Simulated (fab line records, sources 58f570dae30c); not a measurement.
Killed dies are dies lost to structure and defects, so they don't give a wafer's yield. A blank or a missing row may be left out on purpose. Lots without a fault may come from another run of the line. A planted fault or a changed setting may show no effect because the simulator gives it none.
fab line records | flow berkeley_cmos170
record lots=13 wafers=39 last_day=13
route steps=331 shown GATE@135
lots that met no fault: from a run of the same line without faults
start_h: hours from the record's first day to the start of the lot's first wafer shown | wait_h: hours since the lot's step before | " the same as in the row above | L1.1+2: a row that stands for several wafers | - no value, or no start given | * or withheld: withheld | < > ~ a bound
route shown NAME@n: a module of which the file shows steps, and the number in the route of the first | usual: mean/standard deviation of fault-free wafers | same: alike in all rows | chamber/n: place in a boat | sites: the reading at each site | _std_site: their standard deviation | _edge_site: outer sites' mean less inner sites' | radius_mm: how far each site lies from the wafer's centre | mask NAME#n: copy n | behind: the tool/chamber that last shaped the wafer | hold: why the lot was held/for how many hours/how that ended | device: the transistor (n, p or np) that didn't switch | end of line: the same wafers' tests at the end of the route | a step without rows: its recipe alone | killed: dies lost to structure and defects at the first sort, not the wafer's yield | map: a wafer's dies, x killed, . not, _ none there
set.NAME: the setting as run; set.NAME@STEP: as run at that earlier step | model.NAME: the simulator's own value behind a step, which no gauge read
steps of the route over a sample of lots; a table a step, a row a wafer
services: from which hour (start_h, from the record's first day; less than 0 if before it) a tool's chamber was out of use, for how many hours, and why
## steps
# step UCB170_GATE_EXPOSE_09
# recipe mask_id=POLY target_cd_nm=350 na=0.5 sigma_outer=0.6 source_shape=conventional dose_mj=21
# usual reticle_temp_C=23.02/0.1
# columns lot.wafer tool chamber start_h wait_h mask reticle_temp_C
L188.2 krf_scanner-01 0 112.66 - POLY#0 23.01
L188.3 " 0 " " POLY#0 23.02
L188.5 " 0 " " POLY#0 23.03
L189.3 krf_scanner-01 0 121.28 - POLY#0 22.95
L189.4 " 0 " " POLY#0 22.98
L189.5 " 0 " " POLY#0 22.91
L191.1 krf_scanner-02 0 136.76 - POLY#0 23.20
L191.3 " 0 " " POLY#0 23.21
L191.5 " 0 " " POLY#0 23.18
L190.2 krf_scanner-02 0 136.90 - POLY#0 22.88
L190.3 " 0 " " POLY#0 22.95
L190.5 " 0 " " POLY#0 22.81
L192.1 krf_scanner-02 0 137.09 - POLY#0 23.19
L192.3 " 0 " " POLY#0 22.91
L192.5 " 0 " " POLY#0 22.97
L193.1 krf_scanner-02 0 145.23 - POLY#0 22.99
L193.2 " 0 " " POLY#0 23.05
L193.3 " 0 " " POLY#0 22.90
L194.2 krf_scanner-01 0 156.30 - POLY#0 22.99
L194.4 " 0 " " POLY#0 23.04
L194.6 " 0 " " POLY#0 23.15
L196.1 krf_scanner-01 0 163.83 - POLY#0 23.16
L196.3 " 0 " " POLY#0 23.03
L196.5 " 0 " " POLY#0 23.10
L195.1 krf_scanner-02 0 164.08 - POLY#0 23.00
L195.2 " 0 " " POLY#0 23.10
L195.6 " 0 " " POLY#0 23.09
L197.3 krf_scanner-02 0 164.23 - POLY#0 23.16
L197.4 " 0 " " POLY#0 23.01
L197.6 " 0 " " POLY#0 23.20
L198.1 krf_scanner-01 0 177.50 - POLY#0 22.99
L198.4 " 0 " " POLY#0 22.98
L198.6 " 0 " " POLY#0 23.03
L201.2 krf_scanner-02 0 202.20 - POLY_R1#0 22.88
L201.3 " 0 " " POLY_R1#0 22.91
L201.4 " 0 " " POLY_R1#0 23.05
L211.1 krf_scanner-02 0 251.75 - POLY#0 22.98
L211.3 " 0 " " POLY#0 23.06
L211.6 " 0 " " POLY#0 22.92
# step UCB170_GATE_CD_MEAS_12
# recipe target_cd_nm=350
# usual cd_nm=349.6/1.4
# columns lot.wafer tool chamber start_h wait_h cd_nm
L188.2 cd_sem-01 - 113.05 - 348.3
L188.3 " - " " 349.4
L188.5 " - " " 349.4
L189.3 cd_sem-01 - 121.74 - 351.3
L189.4 " - " " 350.1
L189.5 " - " " 348.4
L191.1 cd_sem-02 - 137.15 - 350.2
L191.3 " - " " 350.3
L191.5 " - " " 350.7
L190.2 cd_sem-02 - 137.45 - 348.7
L190.3 " - " " 349.7
L190.5 " - " " 349.0
L192.1 cd_sem-01 - 137.68 - 350.4
L192.3 " - " " 353.0
L192.5 " - " " 350.9
L193.1 cd_sem-01 - 145.62 - 349.4
L193.2 " - " " 349.4
L193.3 " - " " 350.1
L194.2 cd_sem-01 - 156.69 - 348.9
L194.4 " - " " 347.7
L194.6 " - " " 349.6
L196.1 cd_sem-01 - 164.23 - 350.1
L196.3 " - " " 349.1
L196.5 " - " " 350.3
L195.1 cd_sem-02 - 164.47 - 350.6
L195.2 " - " " 352.1
L195.6 " - " " 351.6
L197.3 cd_sem-01 - 164.73 - 348.9
L197.4 " - " " 348.7
L197.6 " - " " 348.8
L198.1 cd_sem-02 - 177.89 - 348.6
L198.4 " - " " 347.6
L198.6 " - " " 347.0
L201.2 cd_sem-01 - 202.59 - 279.3
L201.3 " - " " 277.7
L201.4 " - " " 279.4
L211.1 cd_sem-02 - 252.30 - 347.7
L211.3 " - " " 348.1
L211.6 " - " " 348.9
## services
# columns tool chamber start_h hours kind
krf_scanner-02 - 100.23 0.8 pm
krf_scanner-01 0 135.50 - calibration
krf_scanner-01 - 158.27 1.0 pm
krf_scanner-01 - 159.27 1.3 pm
krf_scanner-02 - 175.88 4.0 pm
krf_scanner-02 - 208.10 2.6 repair
krf_scanner-02 - 210.73 1.0 pm
krf_scanner-01 - 214.60 0.8 pm
krf_scanner-02 - 230.31 3.6 repair
krf_scanner-02 - 235.61 1.9 repair
krf_scanner-01 - 238.18 3.6 pm
krf_scanner-02 - 241.11 0.1 repair
krf_scanner-02 0 244.08 - calibration
krf_scanner-02 - 244.23 1.3 pm
## key
first_sign step=UCB170_GATE_EXPOSE_09 reading=mask direction=changed
effect step=UCB170_GATE_CD_MEAS_12 reading=cd_nm direction=down sigmas=50 usual=349.6 struck=278.8
met_at UCB170_GATE_EXPOSE_09
struck_lots L201
later_rows_left_out L201.2,L201.3,L201.4
sort_left_out L201.2,L201.3,L201.4
tester_left_out L201
onset_between 164.23 202.20
fault kind=wrong_mask tool=any chamber=- onset_h=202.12 steps=UCB170_GATE_EXPOSE_09 aux_copy=POLY_R1#0 cd_offset_nm=-70 scope=struck_lots_only
# tester_left_out: of these lots the tester's yield and bins aren't shown, on N5 and GAA mostly nor the transistor test; their killed dies are dies lost to structure and defects alone, not to doping, threshold or leakage, so they don't give the yield
# sort_left_out: the simulated sort isn't trusted on such a fault, so these wafers' sort isn't shown, and their yield isn't known
# later_rows_left_out: the simulator's readings of these wafers behind a module that went badly wrong aren't trusted and aren't shown, but for the sort
